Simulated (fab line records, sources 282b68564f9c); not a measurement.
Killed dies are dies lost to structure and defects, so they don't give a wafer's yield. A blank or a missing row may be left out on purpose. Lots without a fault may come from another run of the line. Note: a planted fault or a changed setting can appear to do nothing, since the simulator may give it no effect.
fab line records	flow ritCmos
record: lots: 5	wafers: 23
route steps=202 shown ACTIVE@7 FOX1@20 FOX2@23 NWELL@36 PWELL@47 WELLDRIVE@50 NRETRO@61 PRETRO@72 GATE@78
startH: start of the lot's first displayed wafer, in hours after the record's first day	waitH: hours since the lot's step before	" as in the row above	L1.1+2: a single row standing in for several wafers	- no value present, or no start provided	* or withheld: withheld	< > ~ a bound
route shown NAME@n: a module of which the file shows steps, and the number in the route of the first	usual: average and standard deviation across the fault-free wafers	same: alike in all rows	chamber/n: place in a boat	sites: the reading at each site	_std_site: standard deviation of those values	_edge_site: outer sites' mean less inner sites'	radiusMm: how far each site lies from the wafer's centre	mask NAME#n: copy n	behind: the tool/chamber that last shaped the wafer	hold: the reason the lot was held/the length of the hold in hours/how it ended	device: the transistor (n, p or np) that didn't switch	end of line: the tests these same wafers got at the end of their route	a step without rows: its recipe alone	killed: the dies lost at the first sort to structure and to defects; this is not the yield of the wafer	map: a wafer's dies, x killed, . not, _ none there
set.NAME: the run value of the setting; set.NAME@STEP: its run value at that earlier step	model.NAME: the simulator's own value behind a step, which no gauge read
lots with deliberately changed settings; one table per step, one row per wafer
== steps ==
step: RIT_ACTIVE_COAT_06
recipe: resist: NOVOLAK	spinRpm: 3250	resistThkNm: 1000
lot.wafer	tool	chamber	startH	waitH	set.resistThkNm	model.NOVOLAK_of_ACTIVE_COAT_06.thkNm
L078.1	lithoTrack-01	0	34.99	0.1	1000	994.9
L078.3	"	0	"	"	1000	996.6
L078.5	"	0	"	"	1000	997.6
L079.1	lithoTrack-03	0	38.74	0.1	1000	1001
L079.3	"	0	"	"	1020	1019
L079.4	"	0	"	"	1020	1018
L079.5	"	0	"	"	1000	999.6
L079.6	"	0	"	"	1000	1002
L080.1	lithoTrack-03	0	44.73	0.1	1029	1032
L080.3	"	0	"	"	1000	1003
L080.4	"	0	"	"	1029	1033
L080.5	"	0	"	"	1000	999.4
L080.6	"	0	"	"	1000	1002
L082.1	lithoTrack-03	0	53.74	0.1	1000	1002
L082.2	"	0	"	"	1016	1018
L082.4	"	0	"	"	1016	1014
L082.5	"	0	"	"	1000	999.8
L082.6	"	0	"	"	1016	1020
L084.1+3	lithoTrack-03	0	63.81	0.1	1000	1002
L084.4	"	0	"	"	1000	1003
L084.5	"	0	"	"	1000	999.3
L084.6	"	0	"	"	1000	999.9
step: RIT_ACTIVE_EXPOSE_08
recipe: maskId: M1	na: 0.6	sourceShape: conventional	sigmaOuter: 0.6	targetCdNm: 1400	doseMj: 225
lot.wafer	tool	chamber	startH	waitH	mask	set.doseMj
L078.1+3+5	ilineStepper-02	0	35.41	0.2	M1#0	225
L079.1+4+5	ilineStepper-01	0	39.16	0.2	M1#0	225
L079.3+6	"	0	"	"	M1#0	218.7
L080.1+3	ilineStepper-02	0	45.27	0.4	M1#0	234.7
L080.4+5+6	"	0	"	"	M1#0	225
L082.1+2	ilineStepper-01	0	54.04	0.1	M1#0	216.9
L082.4+5+6	"	0	"	"	M1#0	225
L084.1+3+4	ilineStepper-02	0	64.11	0.1	M1#0	225
L084.5+6	"	0	"	"	M1#0	215.2
step: RIT_ACTIVE_PEB_09
recipe: resist: NOVOLAK	tempC: withheld	timeS: withheld
step: RIT_ACTIVE_DEVELOP_10
recipe: resist: NOVOLAK	developTimeS: 50	devTempC: 23
step: RIT_ACTIVE_CD_MEAS_11
recipe: targetCdNm: 1400
usual: cdNm: 1399.6/2.7
lot.wafer	tool	chamber	startH	waitH	set.doseMj@ACTIVE_EXPOSE_08	cdNm
L078.1	cdSem-01	-	35.81	-	225	1398.6
L078.3	"	-	"	"	225	1399.0
L078.5	"	-	"	"	225	1401.0
L079.1	cdSem-02	-	39.56	-	225	1393.8
L079.3	"	-	"	"	218.7	1403.4
L079.4	"	-	"	"	225	1397.6
L079.5	"	-	"	"	225	1393.8
L079.6	"	-	"	"	218.7	1402.6
L080.1	cdSem-02	-	45.67	-	234.7	1391.8
L080.3	"	-	"	"	234.7	1386.3
L080.4	"	-	"	"	225	1402.6
L080.5	"	-	"	"	225	1398.8
L080.6	"	-	"	"	225	1401.6
L082.1	cdSem-01	-	54.44	-	216.9	1411.8
L082.2	"	-	"	"	216.9	1412.8
L082.4	"	-	"	"	225	1402.0
L082.5	"	-	"	"	225	1399.7
L082.6	"	-	"	"	225	1402.4
L084.1	cdSem-02	-	64.67	-	225	1398.0
L084.3	"	-	"	"	225	1398.2
L084.4	"	-	"	"	225	1398.8
L084.5	"	-	"	"	215.2	1410.8
L084.6	"	-	"	"	215.2	1409.1
step: RIT_ACTIVE_HARDBAKE_12
recipe: resist: NOVOLAK	tempC: 140	timeS: 60
lot.wafer	tool	chamber	startH	waitH	set.resistThkNm@ACTIVE_COAT_06	model.NOVOLAK_of_ACTIVE_COAT_06.thkNm
L078.1	lithoTrack-01	0	35.93	0.1	1000	879.3
L078.3	"	0	"	"	1000	880.7
L078.5	"	0	"	"	1000	881.7
L079.1	lithoTrack-04	0	39.68	0.1	1000	884.8
L079.3	"	0	"	"	1020	900
L079.4	"	0	"	"	1020	899.6
L079.5	"	0	"	"	1000	883.4
L079.6	"	0	"	"	1000	885.2
L080.1	lithoTrack-03	0	45.79	0.1	1029	912.1
L080.3	"	0	"	"	1000	886.6
L080.4	"	0	"	"	1029	912.5
L080.5	"	0	"	"	1000	883.3
L080.6	"	0	"	"	1000	885.6
L082.1	lithoTrack-04	0	54.56	0.1	1000	886
L082.2	"	0	"	"	1016	899.9
L082.4	"	0	"	"	1016	896.2
L082.5	"	0	"	"	1000	883.6
L082.6	"	0	"	"	1016	900.9
L084.1+3	lithoTrack-04	0	64.79	0.1	1000	885.7
L084.4	"	0	"	"	1000	886.2
L084.5	"	0	"	"	1000	883.2
L084.6	"	0	"	"	1000	883.7
step: RIT_ACTIVE_ETCH_13
recipe: stopOn: SiO2	chemistry: SF6	target: Si3N4	timeS: 210	overEtchFrac: 0.4	SF6_flow_sccm: 200	pressureMtorr: 260	rfW: 125	targetDepthA: 2100
lot.wafer	tool	chamber	startH	waitH	set.doseMj@ACTIVE_EXPOSE_08	model.ACTIVE.cdNm
L078.1+3	rieDiel-03	0,2	36.08	0.1	225	1399
L078.5	"	1	"	"	225	1401
L079.1+5	rieDiel-03	1,3	39.83	0.1	225	1394
L079.3	"	0	"	"	218.7	1404
L079.4	"	2	"	"	225	1398
L079.6	"	0	"	"	218.7	1403
L080.1	rieDiel-02	0	45.94	0.1	234.7	1392
L080.3	"	2	"	"	234.7	1387
L080.4	"	3	"	"	225	1403
L080.5	"	3	"	"	225	1399
L080.6	"	0	"	"	225	1401
L082.1	rieDiel-04	3	54.71	0.1	216.9	1412
L082.2	"	2	"	"	216.9	1413
L082.4	"	3	"	"	225	1402
L082.5	"	1	"	"	225	1400
L082.6	"	2	"	"	225	1403
L084.1+3	rieDiel-02	0,3	64.94	0.1	225	1398
L084.4	"	2	"	"	225	1399
L084.5	"	2	"	"	215.2	1411
L084.6	"	3	"	"	215.2	1409
step: RIT_ACTIVE_STRIP_14
recipe: chemistry: O2	timeS: 180	resist: NOVOLAK	platenTempC: withheld	powerW: 500	pressureMtorr: 4000	o2FlowSccm: 4000
step: RIT_ACTIVE_CD_MEAS_90
recipe: targetCdNm: 1400
usual: cdNm: 1399.6/2.7
lot.wafer	tool	chamber	startH	waitH	set.doseMj@ACTIVE_EXPOSE_08	cdNm
L078.1	cdSem-02	-	36.39	0.1	225	1399.1
L078.3	"	-	"	"	225	1399.2
L078.5	"	-	"	"	225	1400.7
L079.1	cdSem-02	-	40.14	0.1	225	1393.6
L079.3	"	-	"	"	218.7	1403.7
L079.4	"	-	"	"	225	1397.6
L079.5	"	-	"	"	225	1393.9
L079.6	"	-	"	"	218.7	1402.8
L080.1	cdSem-01	-	46.24	0.1	234.7	1391.9
L080.3	"	-	"	"	234.7	1386.2
L080.4	"	-	"	"	225	1403.2
L080.5	"	-	"	"	225	1399.2
L080.6	"	-	"	"	225	1401.3
L082.1	cdSem-01	-	57.56	2.7	216.9	1411.8
L082.2	"	-	"	"	216.9	1412.8
L082.4	"	-	"	"	225	1402.0
L082.5	"	-	"	"	225	1399.6
L082.6	"	-	"	"	225	1402.3
L084.1	cdSem-02	-	65.24	0.1	225	1397.6
L084.3	"	-	"	"	225	1398.5
L084.4	"	-	"	"	225	1398.8
L084.5	"	-	"	"	215.2	1411.2
L084.6	"	-	"	"	215.2	1409.3
step: RIT_FOX1_OXIDATION_00
recipe: tempC: 1100	ambient: H2O	targetThkA: 3507	pH2oTorr: 720	oxTimeS: 1130
lot.wafer	tool	chamber	startH	waitH	set.oxTimeS	model.SiO2_of_FOX1_OXIDATION_00.thkNm
L078.1	furnace-03	0	36.88	0.0	1130	348.4
L078.3	"	0	"	"	1130	355.9
L078.5	"	0	"	"	1130	349.1
L079.1	-	-	-	0.0	1050	338.7
L079.3	"	-	"	"	1050	341.3
L079.4	"	-	"	"	1050	340.2
L079.5	"	-	"	"	1050	341.8
L079.6	"	-	"	"	1050	347.4
L080.1	-	-	-	0.0	1081	338.9
L080.3	"	-	"	"	1081	338.8
L080.4	"	-	"	"	1081	333.7
L080.5	"	-	"	"	1081	336.4
L080.6	"	-	"	"	1081	335.6
L082.1	-	-	-	0.0	1130	349.3
L082.2	"	-	"	"	1130	351.1
L082.4	"	-	"	"	1130	345.1
L082.5	"	-	"	"	1130	350.5
L082.6	"	-	"	"	1130	346.7
L084.1	-	-	-	0.0	1192	369.9
L084.3	"	-	"	"	1192	366.7
L084.4	"	-	"	"	1192	364.5
L084.5	"	-	"	"	1192	363.5
L084.6	"	-	"	"	1192	362.5
step: RIT_FOX2_OXIDATION_00
recipe: tempC: 1100	ambient: H2O	targetThkA: 3507	pH2oTorr: 720	oxTimeS: 1130
lot.wafer	tool	chamber	startH	waitH	set.tempC	model.SiO2_of_FOX2_OXIDATION_00.thkNm
L078.1	furnace-04	0	38.37	0.0	1100	346.1
L078.3	"	0	"	"	1100	345.4
L078.5	"	0	"	"	1100	348.9
L079.1	-	-	-	0.0	1073	303.9
L079.3	"	-	"	"	1073	300.4
L079.4+5	"	-	"	"	1073	304.8
L079.6	"	-	"	"	1073	307
L080.1	-	-	-	0.0	1125	388.8
L080.3	"	-	"	"	1125	397.3
L080.4	"	-	"	"	1125	398.8
L080.5	"	-	"	"	1125	397.4
L080.6	"	-	"	"	1125	388.6
L082.1	-	-	-	0.0	1089	334.7
L082.2	"	-	"	"	1089	336.8
L082.4	"	-	"	"	1089	333.7
L082.5	"	-	"	"	1089	335.6
L082.6	"	-	"	"	1089	337
L084.1	-	-	-	0.3	1100	358.4
L084.3	"	-	"	"	1100	360.5
L084.4	"	-	"	"	1100	353
L084.5	"	-	"	"	1100	354
L084.6	"	-	"	"	1100	356.3
step: RIT_FOX2_THK_MEAS_01
recipe: reads: SiO2_of_FOX2_OXIDATION_00
usual: FOX2_OXIDE_THK: 350/6.8
lot.wafer	tool	chamber	startH	waitH	set.tempC@FOX2_OXIDATION_00	FOX2_OXIDE_THK[nm]
L078.1	filmMetro-03	-	39.68	0.0	1100	346
L078.3	"	-	"	"	1100	345
L078.5	"	-	"	"	1100	349
L079.1	filmMetro-03	-	-	-	1073	304
L079.3	"	-	"	"	1073	300
L079.4	"	-	"	"	1073	305
L079.5	"	-	"	"	1073	304
L079.6	"	-	"	"	1073	307
L080.1	filmMetro-01	-	-	-	1125	389
L080.3	"	-	"	"	1125	398
L080.4	"	-	"	"	1125	398
L080.5	"	-	"	"	1125	397
L080.6	"	-	"	"	1125	389
L082.1	filmMetro-03	-	-	-	1089	335
L082.2	"	-	"	"	1089	337
L082.4	"	-	"	"	1089	334
L082.5	"	-	"	"	1089	336
L082.6	"	-	"	"	1089	337
L084.1	filmMetro-04	-	-	-	1100	358
L084.3	"	-	"	"	1100	360
L084.4	"	-	"	"	1100	353
L084.5	"	-	"	"	1100	354
L084.6	"	-	"	"	1100	356
step: RIT_FOX2_CLEAN_02
recipe: chemistry: dHF	dilution: 50:1	timeS: 180
step: RIT_FOX2_WET_ETCH_03
recipe: chemistry: H3PO4	target: Si3N4	targetDepthNm: 195	tempC: 165	timeS: 2700
step: RIT_FOX2_THK_MEAS_90
recipe: reads: SiO2_of_FOX2_OXIDATION_00
usual: FIELD_OXIDE_LEFT_1_THK: 322/6.9
lot.wafer	tool	chamber	startH	waitH	set.tempC@FOX2_OXIDATION_00	FIELD_OXIDE_LEFT_1_THK[nm]
L078.1	filmMetro-03	-	40.56	0.0	1100	319
L078.3	"	-	"	"	1100	318
L078.5	"	-	"	"	1100	322
L079.1	filmMetro-04	-	44.31	0.0	1073	277
L079.3	"	-	"	"	1073	273
L079.4	"	-	"	"	1073	277
L079.5	"	-	"	"	1073	278
L079.6	"	-	"	"	1073	280
L080.1	filmMetro-03	-	50.41	0.0	1125	362
L080.3	"	-	"	"	1125	370
L080.4	"	-	"	"	1125	372
L080.5	"	-	"	"	1125	371
L080.6	"	-	"	"	1125	362
L082.1	filmMetro-04	-	61.87	0.0	1089	308
L082.2	"	-	"	"	1089	310
L082.4	"	-	"	"	1089	307
L082.5	"	-	"	"	1089	309
L082.6	"	-	"	"	1089	310
L084.1	filmMetro-01	-	69.75	0.0	1100	332
L084.3	"	-	"	"	1100	333
L084.4	"	-	"	"	1100	326
L084.5	"	-	"	"	1100	327
L084.6	"	-	"	"	1100	329
step: RIT_NWELL_IMPLANT_08
recipe: species: P	energyKev: 170	doseCm2: 5e+13	tiltDeg: 7
lot.wafer	tool	chamber	startH	waitH	set.doseCm2
L078.1+3+5	implanter-03	0	41.83	0.2	5e+13
L079.1+5	implanter-03	0	45.66	0.2	4.628e+13
L079.3+4+6	"	0	"	"	5e+13
L080.1+5	implanter-04	0	51.82	0.2	5.111e+13
L080.3+4+6	"	0	"	"	5e+13
L082.1+4+6	implanter-04	0	63.10	0.2	4.836e+13
L082.2+5	"	0	"	"	5e+13
L084.1+3+4+5+6	implanter-03	0	71.12	0.2	5e+13
step: RIT_NWELL_STRIP_09
recipe: chemistry: O2	timeS: 180	resist: NOVOLAK	platenTempC: withheld	powerW: 500	pressureMtorr: 4000	o2FlowSccm: 4000
step: RIT_NWELL_TW_MEAS_10
usual: NWELL_TW: 2134/24
lot.wafer	tool	chamber	startH	waitH	set.doseCm2@NWELL_IMPLANT_08	NWELL_TW
L078.1	filmMetro-01	-	42.15	0.1	5e+13	2120
L078.3	"	-	"	"	5e+13	2112
L078.5	"	-	"	"	5e+13	2104
L079.1	filmMetro-04	-	45.99	0.1	4.628e+13	2101
L079.3	"	-	"	"	5e+13	2155
L079.4	"	-	"	"	5e+13	2161
L079.5	"	-	"	"	4.628e+13	2092
L079.6	"	-	"	"	5e+13	2156
L080.1	filmMetro-01	-	52.15	0.1	5.111e+13	2120
L080.3	"	-	"	"	5e+13	2109
L080.4	"	-	"	"	5e+13	2107
L080.5	"	-	"	"	5.111e+13	2125
L080.6	"	-	"	"	5e+13	2112
L082.1	filmMetro-01	-	63.42	0.1	4.836e+13	2086
L082.2	"	-	"	"	5e+13	2111
L082.4	"	-	"	"	4.836e+13	2080
L082.5	"	-	"	"	5e+13	2109
L082.6	"	-	"	"	4.836e+13	2079
L084.1	filmMetro-02	-	71.44	0.1	5e+13	2142
L084.3	"	-	"	"	5e+13	2134
L084.4	"	-	"	"	5e+13	2148
L084.5	"	-	"	"	5e+13	2152
L084.6	"	-	"	"	5e+13	2146
step: RIT_PWELL_IMPLANT_08
recipe: species: B	energyKev: 170	doseCm2: 7e+13	tiltDeg: 7
lot.wafer	tool	chamber	startH	waitH	set.energyKev	model.implant.rpNm	model.implant.drpNm
L078.1+3+5	implanter-03	0	43.38	0.2	170	484	102.9
L079.1+3+6	implanter-03	0	47.34	0.2	170	479.9	102.9
L079.4+5	"	0	"	"	177.3	495.8	104
L080.1+5+6	implanter-03	0	53.44	0.2	170	484.5	102.9
L080.3+4	"	0	"	"	174.5	494.3	103.6
L082.1+2+4	implanter-03	0	64.71	0.2	173.6	464.8	103.5
L082.5+6	"	0	"	"	170	457.4	102.9
L084.1+4	implanter-03	0	72.80	0.2	166.1	473.8	102.1
L084.3+5+6	"	0	"	"	170	482.1	102.9
step: RIT_PWELL_STRIP_09
recipe: chemistry: O2	timeS: 180	resist: NOVOLAK	platenTempC: withheld	powerW: 500	pressureMtorr: 4000	o2FlowSccm: 4000
step: RIT_WELLDRIVE_ANNEAL_00
recipe: tempC: 1100	timeS: 14700	ambient: N2
step: RIT_WELLDRIVE_RS_MEAS_01
recipe: thkMeasGauge: four-point-probe
usual: NWELL_RS: 275.7/0.6
lot.wafer	tool	chamber	startH	waitH	set.doseCm2@NWELL_IMPLANT_08	NWELL_RS[ohm/sq]
L078.1	filmMetro-04	-	48.85	0.0	5e+13	275.6
L078.3	"	-	"	"	5e+13	275.9
L078.5	"	-	"	"	5e+13	276.9
L079.1	filmMetro-01	-	52.81	0.0	4.628e+13	288.0
L079.3	"	-	"	"	5e+13	275.7
L079.4	"	-	"	"	5e+13	275.4
L079.5	"	-	"	"	4.628e+13	289.3
L079.6	"	-	"	"	5e+13	275.8
L080.1	filmMetro-01	-	58.91	0.0	5.111e+13	271.1
L080.3	"	-	"	"	5e+13	275.1
L080.4	"	-	"	"	5e+13	276.5
L080.5	"	-	"	"	5.111e+13	272.0
L080.6	"	-	"	"	5e+13	275.1
L082.1	filmMetro-01	-	70.18	0.0	4.836e+13	282.1
L082.2	"	-	"	"	5e+13	276.4
L082.4	"	-	"	"	4.836e+13	281.4
L082.5	"	-	"	"	5e+13	276.5
L082.6	"	-	"	"	4.836e+13	282.5
L084.1	filmMetro-02	-	78.39	0.0	5e+13	276.2
L084.3	"	-	"	"	5e+13	276.8
L084.4	"	-	"	"	5e+13	275.6
L084.5	"	-	"	"	5e+13	275.7
L084.6	"	-	"	"	5e+13	276.8
step: RIT_NRETRO_IMPLANT_08
recipe: species: P	energyKev: 70	doseCm2: 1e+13	tiltDeg: 7
lot.wafer	tool	chamber	startH	waitH	set.energyKev	model.implant.rpNm	model.implant.drpNm
L078.1+3+5	implanter-04	0	50.25	0.2	70	81.37	33.94
L079.1+4+6	implanter-02	0	54.21	0.2	71.61	88.19	34.59
L079.3+5	"	0	"	"	70	86.15	33.94
L080.1+4	implanter-03	0	60.44	0.2	70	83.22	33.94
L080.3+5+6	"	0	"	"	72.3	86.03	34.87
L082.1+2+4+5+6	implanter-02	0	71.72	0.2	70	85.32	33.94
L084.1+3+4+5+6	implanter-03	0	79.92	0.2	70	84.78	33.94
step: RIT_PRETRO_IMPLANT_08
recipe: species: B	energyKev: 45	doseCm2: 1.2e+13	tiltDeg: 7
lot.wafer	tool	chamber	startH	waitH	set.energyKev	model.implant.rpNm	model.implant.drpNm
L078.1+3+5	implanter-02	0	51.80	0.2	45	142.9	55.07
L079.1+3+4	implanter-04	0	55.89	0.2	45	143.7	55.07
L079.5+6	"	0	"	"	42.77	136.9	53.42
L080.1+3+4+5+6	implanter-04	0	61.99	0.2	45	144.1	55.07
L082.1+5+6	implanter-02	0	73.27	0.2	45	142.4	55.07
L082.2+4	"	0	"	"	45.75	144.7	55.61
L084.1+6	implanter-02	0	81.47	0.2	45	148.1	55.07
L084.3+4+5	"	0	"	"	45.92	150.9	55.74
step: RIT_PRETRO_STRIP_09
recipe: chemistry: O2	timeS: 180	resist: NOVOLAK	platenTempC: withheld	powerW: 500	pressureMtorr: 4000	o2FlowSccm: 4000
step: RIT_GATE_CLEAN_03
recipe: chemistry: SC2	mix: 3:3:50	timeS: 600	tempC: 75	dry: n2Spin
step: RIT_GATE_CLEAN_04
recipe: chemistry: dHF	dilution: 50:1	timeS: 60	dry: n2Spin
step: RIT_FOX2_THK_MEAS_91
recipe: reads: SiO2_of_FOX2_OXIDATION_00
usual: FIELD_OXIDE_LEFT_2_THK: 254/7
lot.wafer	tool	chamber	startH	waitH	set.tempC@FOX2_OXIDATION_00	FIELD_OXIDE_LEFT_2_THK[nm]
L078.1	filmMetro-04	-	52.61	0.0	1100	251
L078.3	"	-	"	"	1100	249
L078.5	"	-	"	"	1100	253
L079.1	filmMetro-04	-	56.69	0.0	1073	208
L079.3	"	-	"	"	1073	204
L079.4	"	-	"	"	1073	209
L079.5	"	-	"	"	1073	209
L079.6	"	-	"	"	1073	211
L080.1	filmMetro-01	-	62.84	0.0	1125	293
L080.3	"	-	"	"	1125	301
L080.4	"	-	"	"	1125	303
L080.5	"	-	"	"	1125	302
L080.6	"	-	"	"	1125	293
L082.1	filmMetro-04	-	74.34	0.0	1089	240
L082.2	"	-	"	"	1089	242
L082.4	"	-	"	"	1089	239
L082.5	"	-	"	"	1089	240
L082.6	"	-	"	"	1089	242
L084.1	filmMetro-01	-	82.28	0.0	1100	263
L084.3	"	-	"	"	1100	266
L084.4	"	-	"	"	1100	258
L084.5	"	-	"	"	1100	260
L084.6	"	-	"	"	1100	262
step: RIT_GATE_CVD_08
recipe: material: poly-Si	targetThkNm: 250	tempC: 610	precursor: SiH4	timeS: 2220	pressureMtorr: 300	sih4FlowSccm: 100
lot.wafer	tool	chamber	startH	waitH	set.pressureMtorr	model.poly-Si_of_GATE_CVD_08.thkNm
L078.1	lpcvd-02	1	54.05	0.1	300	251.5
L078.3	"	1	"	"	300	251
L078.5	"	1	"	"	300	251.7
L079.1	-	-	-	0.1	314.9	261.3
L079.3	"	-	"	"	314.9	258.4
L079.4	"	-	"	"	314.9	260.7
L079.5	"	-	"	"	314.9	260.2
L079.6	"	-	"	"	314.9	258.6
L080.1	-	-	-	0.1	321.8	258.6
L080.3	"	-	"	"	321.8	255
L080.4	"	-	"	"	321.8	259.3
L080.5	"	-	"	"	321.8	257.3
L080.6	"	-	"	"	321.8	259.5
L082.1	-	-	-	0.1	273	238.8
L082.2	"	-	"	"	273	237.8
L082.4	"	-	"	"	273	235.8
L082.5	"	-	"	"	273	236
L082.6	"	-	"	"	273	237.6
L084.1+5	-	-	-	0.1	300	248.4
L084.3	"	-	"	"	300	247.4
L084.4	"	-	"	"	300	247.6
L084.6	"	-	"	"	300	250.2
step: RIT_GATE_THK_MEAS_09
recipe: reads: poly-Si_of_GATE_CVD_08
usual: GATE_POLY_THK: 250.5/2.1
lot.wafer	tool	chamber	startH	waitH	set.pressureMtorr@GATE_CVD_08	GATE_POLY_THK[nm]
L078.1	filmMetro-01	-	55.67	0.0	300	251.5
L078.3	"	-	"	"	300	251.1
L078.5	"	-	"	"	300	251.7
L079.1	filmMetro-03	-	-	-	314.9	261.5
L079.3	"	-	"	"	314.9	258.3
L079.4	"	-	"	"	314.9	260.7
L079.5	"	-	"	"	314.9	260.2
L079.6	"	-	"	"	314.9	258.5
L080.1	filmMetro-01	-	-	-	321.8	258.3
L080.3	"	-	"	"	321.8	254.8
L080.4	"	-	"	"	321.8	259.2
L080.5	"	-	"	"	321.8	257.2
L080.6	"	-	"	"	321.8	259.6
L082.1	filmMetro-04	-	-	-	273	238.7
L082.2	"	-	"	"	273	237.7
L082.4	"	-	"	"	273	235.7
L082.5	"	-	"	"	273	236.1
L082.6	"	-	"	"	273	237.6
L084.1	filmMetro-01	-	-	-	300	248.4
L084.3	"	-	"	"	300	247.3
L084.4	"	-	"	"	300	247.6
L084.5	"	-	"	"	300	248.6
L084.6	"	-	"	"	300	249.9
== key ==
split: step: RIT_ACTIVE_COAT_06	setting: resistThkNm	stated: 1000	by: wafer
response: step: RIT_ACTIVE_COAT_06	reading: model.NOVOLAK_of_ACTIVE_COAT_06.thkNm	change: +10.1	per: 1%	r: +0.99
response: step: RIT_ACTIVE_HARDBAKE_12	reading: model.NOVOLAK_of_ACTIVE_COAT_06.thkNm	change: +8.83	per: 1%	r: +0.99
split: step: RIT_ACTIVE_EXPOSE_08	setting: doseMj	stated: 225	by: wafer
response: step: RIT_ACTIVE_CD_MEAS_11	reading: cdNm	change: -2.8	per: 1%	r: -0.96
response: step: RIT_ACTIVE_ETCH_13	reading: model.ACTIVE.cdNm	change: -2.82	per: 1%	r: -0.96
response: step: RIT_ACTIVE_CD_MEAS_90	reading: cdNm	change: -2.87	per: 1%	r: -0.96
split: step: RIT_FOX1_OXIDATION_00	setting: oxTimeS	stated: 1130	by: lot
response: step: RIT_FOX1_OXIDATION_00	reading: model.SiO2_of_FOX1_OXIDATION_00.thkNm	change: +2.09	per: 1%	r: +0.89
split: step: RIT_FOX2_OXIDATION_00	setting: tempC	stated: 1100	by: lot
response: step: RIT_FOX2_OXIDATION_00	reading: model.SiO2_of_FOX2_OXIDATION_00.thkNm	change: +18.9	per: 1%	r: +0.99
response: step: RIT_FOX2_THK_MEAS_01	reading: FOX2_OXIDE_THK	change: +18.9	per: 1%	r: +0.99
response: step: RIT_FOX2_THK_MEAS_90	reading: FIELD_OXIDE_LEFT_1_THK	change: +18.9	per: 1%	r: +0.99
response: step: RIT_FOX2_THK_MEAS_91	reading: FIELD_OXIDE_LEFT_2_THK	change: +19	per: 1%	r: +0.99
split: step: RIT_NWELL_IMPLANT_08	setting: doseCm2	stated: 5e+13	by: wafer
response: step: RIT_NWELL_TW_MEAS_10	reading: NWELL_TW	change: +8.08	per: 1%	r: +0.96
response: step: RIT_WELLDRIVE_RS_MEAS_01	reading: NWELL_RS	change: -1.74	per: 1%	r: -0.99
split: step: RIT_PWELL_IMPLANT_08	setting: energyKev	stated: 170	by: wafer
response: step: RIT_PWELL_IMPLANT_08	reading: model.implant.rpNm	change: +3.66	per: 1%	r: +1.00
response: step: RIT_PWELL_IMPLANT_08	reading: model.implant.drpNm	change: +0.283	per: 1%	r: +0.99
split: step: RIT_NRETRO_IMPLANT_08	setting: energyKev	stated: 70	by: wafer
response: step: RIT_NRETRO_IMPLANT_08	reading: model.implant.rpNm	change: +0.865	per: 1%	r: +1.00
response: step: RIT_NRETRO_IMPLANT_08	reading: model.implant.drpNm	change: +0.285	per: 1%	r: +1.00
split: step: RIT_PRETRO_IMPLANT_08	setting: energyKev	stated: 45	by: wafer
response: step: RIT_PRETRO_IMPLANT_08	reading: model.implant.rpNm	change: +1.37	per: 1%	r: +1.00
response: step: RIT_PRETRO_IMPLANT_08	reading: model.implant.drpNm	change: +0.331	per: 1%	r: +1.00
split: step: RIT_GATE_CVD_08	setting: pressureMtorr	stated: 300	by: lot
response: step: RIT_GATE_CVD_08	reading: model.poly-Si_of_GATE_CVD_08.thkNm	change: +1.4	per: 1%	r: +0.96
response: step: RIT_GATE_THK_MEAS_09	reading: GATE_POLY_THK	change: +1.4	per: 1%	r: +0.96
